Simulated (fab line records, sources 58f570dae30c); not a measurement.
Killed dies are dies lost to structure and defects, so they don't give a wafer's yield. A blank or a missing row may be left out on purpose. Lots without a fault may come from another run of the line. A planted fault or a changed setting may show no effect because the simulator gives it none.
Which tool did it? | flow berkeley_cmos170 | 16 lots, 48 wafers sampled, at 5 steps of a route of 331

WHAT THE GAUGES READ, wafer by wafer
UCB170_NWELL_TW_MEAS_16.
lot  | measured    | on            | NWELL_TW
L313 | day 2 13:26 | film_metro-04 | 1248 1252 1250
L314 | day 2 13:45 | film_metro-02 | 1242 1246 1241
L316 | day 2 22:23 | film_metro-01 | 1235 1239 1238
L317 | day 3 07:59 | film_metro-01 | 1230 1230 1228
L319 | day 3 13:29 | film_metro-04 | 1252 1254 1259
L320 | day 3 22:56 | film_metro-01 | 1229 1224 1232
L321 | day 3 23:07 | film_metro-01 | 1229 1230 1234
L322 | day 4 06:27 | film_metro-04 | 1266 1269 1265
L323 | day 4 09:02 | film_metro-04 | 1268 1267 1270
L324 | day 4 11:14 | film_metro-01 | 1235 1222 1236
L326 | day 4 18:43 | film_metro-01 | 1231 1233 1231
L325 | day 4 19:00 | film_metro-01 | 1235 1237 1237
L327 | day 5 03:37 | film_metro-01 | 508 504 502
L328 | day 5 09:13 | film_metro-02 | 514 511 511
L329 | day 5 15:08 | film_metro-04 | 517 517 514
L330 | day 5 20:34 | film_metro-01 | 505 503 505

UCB170_PWELL_THK_MEAS_06.
lot  | measured    | on            | PWELL_NITRIDE_THK (nm)
L313 | day 3 05:46 | film_metro-04 | 218.2 218.2 217.1
L314 | day 3 05:46 | film_metro-01 | 222.5 222.4 223.7
L316 | day 3 10:29 | film_metro-03 | 216.7 217.9 215.6
L317 | day 4 01:10 | film_metro-04 | 219.2 219.4 219.6
L319 | day 4 01:11 | film_metro-01 | 218.7 219.1 218.5
L320 | day 4 13:10 | film_metro-03 | 222.2 221.3 221.3
L321 | day 4 13:10 | film_metro-04 | 221.9 221.6 221.9
L322 | day 4 21:00 | film_metro-04 | 220.1 219.8 220.7
L323 | day 4 21:02 | film_metro-04 | 219.5 220.6 220.4
L324 | day 4 20:59 | film_metro-03 | 220.2 220.3 219.8
L326 | day 5 11:42 | film_metro-04 | 224.6 222.6 222.7
L325 | day 5 11:43 | film_metro-03 | 220.1 220.4 219.1

UCB170_NVT_TW_MEAS_09.
lot  | measured    | on            | NVT_TW
L313 | day 5 12:05 | film_metro-04 | 529 530 531
L314 | day 5 11:31 | film_metro-04 | 530 531 531
L316 | day 5 11:47 | film_metro-04 | 530 531 529
L317 | day 6 04:02 | film_metro-01 | 517 514 517
L319 | day 6 03:53 | film_metro-02 | 519 522 521
L320 | day 6 19:40 | film_metro-02 | 521 520 525
L321 | day 6 19:00 | film_metro-04 | 528 529 526
L322 | day 7 02:16 | film_metro-01 | 518 519 519
L323 | day 7 02:18 | film_metro-01 | 522 523 521
L324 | day 7 02:04 | film_metro-04 | 530 532 529
L326 | day 7 09:47 | film_metro-02 | 522 521 522
L325 | day 7 09:14 | film_metro-01 | 519 522 521

UCB170_PVT_OVL_MEAS_06.
lot  | measured    | on         | PVT_OVL (nm)
L313 | day 5 13:58 | overlay-01 | 3 0 1
L314 | day 5 12:43 | overlay-02 | -4 6 2
L316 | day 5 13:39 | overlay-01 | 3 7 4
L317 | day 6 06:18 | overlay-01 | 4 0 2
L319 | day 6 06:04 | overlay-01 | 5 -1 5
L320 | day 6 21:41 | overlay-01 | 5 5 7
L321 | day 6 21:07 | overlay-02 | 11 13 13
L322 | day 7 05:47 | overlay-02 | 3 -1 -1
L323 | day 7 05:49 | overlay-01 | 5 3 6
L324 | day 7 05:33 | overlay-01 | 2 8 -2
L326 | day 7 11:31 | overlay-02 | 3 4 2
L325 | day 7 11:07 | overlay-02 | 2 -1 0

WHICH TOOL RAN EACH LOT (tool, then ch and the chambers of the sampled wafers, then the start)
lot  | UCB170_NWELL_IMPLANT_14
L313 | implanter-02 ch 0, day 2 13:12
L314 | implanter-03 ch 0, day 2 13:30
L316 | implanter-03 ch 0, day 2 22:08
L317 | implanter-04 ch 0, day 3 07:45
L319 | implanter-02 ch 0, day 3 13:16
L320 | implanter-04 ch 0, day 3 22:43
L321 | implanter-02 ch 0, day 3 22:53
L322 | implanter-03 ch 0, day 4 06:14
L323 | implanter-03 ch 0, day 4 08:47
L324 | implanter-04 ch 0, day 4 11:01
L326 | implanter-04 ch 0, day 4 18:28
L325 | implanter-02 ch 0, day 4 18:46
L327 | implanter-02 ch 0, day 5 03:24
L328 | implanter-02 ch 0, day 5 08:58
L329 | implanter-04 ch 0, day 5 14:55
L330 | implanter-03 ch 0, day 5 20:21
- UCB170_NWELL_IMPLANT_14

WHAT THE TOOLS THEMSELVES READ (means of the sampled wafers that have a number; where no wafer has one, the mark that the record gives instead)
UCB170_NWELL_IMPLANT_14.
lot  | tool         | beam_on_s (s) | tilt_deg (degrees)
L313 | implanter-02 | 9.95          | 7.022
L314 | implanter-03 | 10.20         | 6.993
L316 | implanter-03 | 9.99          | 6.979
L317 | implanter-04 | 9.92          | 7.001
L319 | implanter-02 | 9.91          | 6.997
L320 | implanter-04 | 9.91          | 7.005
L321 | implanter-02 | 10.01         | 7.000
L322 | implanter-03 | 10.12         | 7.007
L323 | implanter-03 | 9.99          | 7.003
L324 | implanter-04 | 9.95          | 6.984
L326 | implanter-04 | 9.74          | 7.016
L325 | implanter-02 | 10.07         | 7.039
L327 | implanter-02 | 10.13         | 7.010
L328 | implanter-02 | 10.01         | 6.995
L329 | implanter-04 | 10.07         | 6.977
L330 | implanter-03 | 10.05         | 7.024

THE ANSWER, worked out from the rows above alone
Rule: what is usual is taken from the lots themselves. Put in order of their means at a reading, lots are off if they are a third of the lots or fewer, leave a main group of 4 or more, and stand apart from it by a gap of 3 or more times the standard deviation of the main group's means; of several such gaps the widest counts. A main group whose means are all the same, to the digits that the tables above print for the reading, isn't used. A lot without any number at a reading at which 4 lots or more have one is off too. The other lots that the step has rows for count as sound. The gauges are gone through in route order, then the tools' own readings, and for those a lot's mean is taken as printed above. The first step at which some lot is off is used, and at that step the reading that is off furthest; a lot without a number counts as furthest.
Off: L327, L328, L329, L330, at UCB170_NWELL_TW_MEAS_16 (NWELL_TW). The main group: mean 1242, standard deviation 14.
A tool fits if, at a process step before that reading, it ran every lot that is off, and no sound lot after the first of them. The gauges at UCB170_NWELL_TW_MEAS_16 are tried like those tools. None of those tried fits.

WHAT THE SIMULATOR HAD PUT IN
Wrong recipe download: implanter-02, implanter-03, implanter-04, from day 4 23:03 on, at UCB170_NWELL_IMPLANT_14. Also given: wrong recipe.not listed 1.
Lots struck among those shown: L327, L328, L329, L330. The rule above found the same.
